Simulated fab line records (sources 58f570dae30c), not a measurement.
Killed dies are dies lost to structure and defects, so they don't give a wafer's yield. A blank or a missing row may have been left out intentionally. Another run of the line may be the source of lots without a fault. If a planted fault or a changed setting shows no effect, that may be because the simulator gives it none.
Chamber matching | flow berkeley-cmos170 | 4 sister chambers for UCB170_ACTIVE_ETCH_15 on rie-diel-02
The step etches Si3N4 in CH3F/Ar/O2, stops on SiO2, target depth 242 nm, time 151 s. 8 wafers are shown with their chamber, then 8 later ones without.

== WAFERS WITH THEIR CHAMBER ==
wafer  | chamber | throttle-valve-pct (%) | oes-product-au (a.u.)
L223.4 | 1       | 7.90                   | 0.945
L226.1 | 3       | 7.97                   | 0.898
L226.5 | 1       | 7.87                   | 0.949
L226.6 | 2       | 8.10                   | 0.945
L228.3 | 3       | 7.99                   | 0.927
L228.4 | 0       | 8.10                   | 0.953
L228.5 | 0       | 8.11                   | 0.963
L232.1 | 2       | 8.10                   | 0.948

== WAFERS MISSING THEIR CHAMBER ==
wafer  | throttle-valve-pct (%) | oes-product-au (a.u.)
L232.3 | 7.98                   | 0.902
L232.6 | 7.98                   | 0.907
L235.2 | 8.13                   | 0.935
L235.5 | 8.09                   | 0.938
L235.6 | 7.96                   | 0.909
L240.2 | 8.12                   | 0.946
L240.4 | 8.09                   | 0.949
L240.5 | 8.12                   | 0.936

== EACH ONE'S CHAMBER ==
wafer  | from the rows above     | in truth
L232.3 | 3                       | 3
L232.6 | 3                       | 3
L235.2 | can't be placed: 2 or 0 | 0
L235.5 | can't be placed: 2 or 0 | 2
L235.6 | 3                       | 3
L240.2 | can't be placed: 2 or 0 | 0
L240.4 | can't be placed: 2 or 0 | 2
L240.5 | can't be placed: 2 or 0 | 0
3 of 8 placed correctly. Not placeable from these rows: 5 (in 5, the candidates include the true chamber). 0 placed wrongly.
How it was worked out, from the rows above alone: a wafer's distance from a chamber is the root of the sum, over the readings, of the square of ((its reading less the chamber's mean) divided by the reading's scatter). If the next closest chamber is less than 2 further off than the closest, the wafer can't be placed; otherwise it belongs to the closest. A chamber's mean is the mean of its shown wafers. The scatter is the square root of a quotient: the sum, over the shown wafers, of each reading's squared deviation from its chamber's mean, divided by wafers minus chambers.
